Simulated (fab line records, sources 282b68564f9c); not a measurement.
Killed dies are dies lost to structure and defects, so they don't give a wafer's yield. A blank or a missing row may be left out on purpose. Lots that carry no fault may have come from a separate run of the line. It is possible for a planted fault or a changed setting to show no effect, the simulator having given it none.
A lot that was struck, set against a sound lot    flow rit cmos    17 out of 202 route steps
Sound: the wafers L381.1, L381.4, L381.6. Wafers L377.2, L377.5, L377.6 were the ones struck. The cause comes at the end.
At each step with rows: each side's tool, then ch and its chambers, then its first start. Under that, the readings that differ: sound wafers    struck wafers    difference of the means    sigmas: that difference in standard deviations of wafers without a fault.
alike: words and numbers the same on both sides, and readings whose means are apart by under 2 such deviations; not compared: readings that were withheld, readings missing a value for some wafer, numbers with overlapping values and no deviation given by the record, and bounds like >300 which may hide the same value.
The two part at a step that has a row with sigmas, a row that says differs or no value, or rows on one side only. Non-overlapping numbers with no deviation appear without sigmas and do not part them. A reading that every wafer of one side lacks parts them only if that side has two wafers or more.

RIT_CONTACT_STRIP_12: strips in O2, time 180 s.
  sound on plasma asher-04 ch 0,1, day 7 10:13; struck on plasma asher-01 ch 0,1, day 6 14:07
  alike: drypump motor current A
  not compared: rf hours counter h
RIT_CONTACT_CD_MEAS_90: the cd target is 1000 nm.
  sound on cd sem-01, day 7 10:23; struck on cd sem-02, day 6 14:19
reading     sound                 struck             difference  sigmas
cd nm (nm)  1004.2 1004.1 1003.7  997.4 997.6 996.9  -6.7        -2
then, 2 steps without rows for these wafers: RIT_CONTACT_CLEAN_13 (cleans in SC1, time 600 s); RIT_CONTACT_CLEAN_14 (cleans in SC2, time 600 s).
RIT_M1_SPUTTER_00: material Al, target thk 400 nm, time 500 s.
  sound on pvd sputter-02, day 7 10:51; struck on pvd sputter-02, day 6 14:56
  alike: chamber pressure pa, throttle valve pct
RIT_M1_RS_MEAS_01: the measuring method here is four-point-probe.
  sound on film metro-02, day 7 11:09; struck on film metro-02, day 6 15:16
  alike: M1_AL_RS
RIT_M1_THK_MEAS_02: measures by xrf.
  sound on film metro-02, day 7 11:16; struck on film metro-02, day 6 15:22
  alike: M1_AL_THK
then, 5 steps without rows for these wafers: RIT_M1_HMDS_03 (prime time 60 s); RIT_M1_COAT_04 (resist thk 1300 nm); RIT_M1_SOFTBAKE_05 (time 60 s); RIT_M1_EXPOSE_06 (exposes mask M12, target cd 2600 nm); RIT_M1_PEB_07.
RIT_M1_DEVELOP_08: develop time 68 s.
  sound on litho track-04 ch 0, day 7 12:00; struck on litho track-03 ch 0, day 6 16:00
RIT_M1_CD_MEAS_09: the cd target is 2600 nm.
  sound on cd sem-02, day 7 12:20; struck on cd sem-02, day 6 16:26
reading     sound                 struck  difference                     sigmas
cd nm (nm)  2600.9 2600.3 2600.3  - - -   no value on the struck wafers  
RIT_M1_OVL_MEAS_10:
  sound on overlay-01, day 7 12:27; struck on overlay-01, day 6 16:33
reading      sound         struck  difference                     sigmas
M1_OVL (nm)  -0.6 0.4 1.0  - - -   no value on the struck wafers  
then, 1 step without rows for these wafers: RIT_M1_HARDBAKE_11 (time 120 s).
RIT_M1_PROBE_99:
  sound on prober-02, day 7 14:59; struck on prober-02, day 6 19:08
reading                   sound           struck          difference  sigmas
defect limited yield (%)  95.5 97.0 95.5  0 0 0           -96         -80
killed_at_M0_to_M3        0 0 0           257 247 255     +253        
killed dies               12 8 12         264 264 264     +253        +82
killed on rim             0 2 3           70 70 70        +68         +49
sort_bin_5_function (%)   1.9 2.3 2.3     99.2 98.9 98.9  +96.8       +99 or more
sort n pass               252 256 252     0 0 0           -253        -82
sort yield pct (%)        95.5 97.0 95.5  0 0 0           -96         -80
  alike: killed at contacts, killed at front end, killed open, killed short, sort_bin_3_pad_short, sort_bin_6_memory

WHERE THEY PART
Last at RIT_M1_PROBE_99 as far as this record goes, first at RIT_CONTACT_CD_MEAS_90.

WHY: what had been put in by the simulator
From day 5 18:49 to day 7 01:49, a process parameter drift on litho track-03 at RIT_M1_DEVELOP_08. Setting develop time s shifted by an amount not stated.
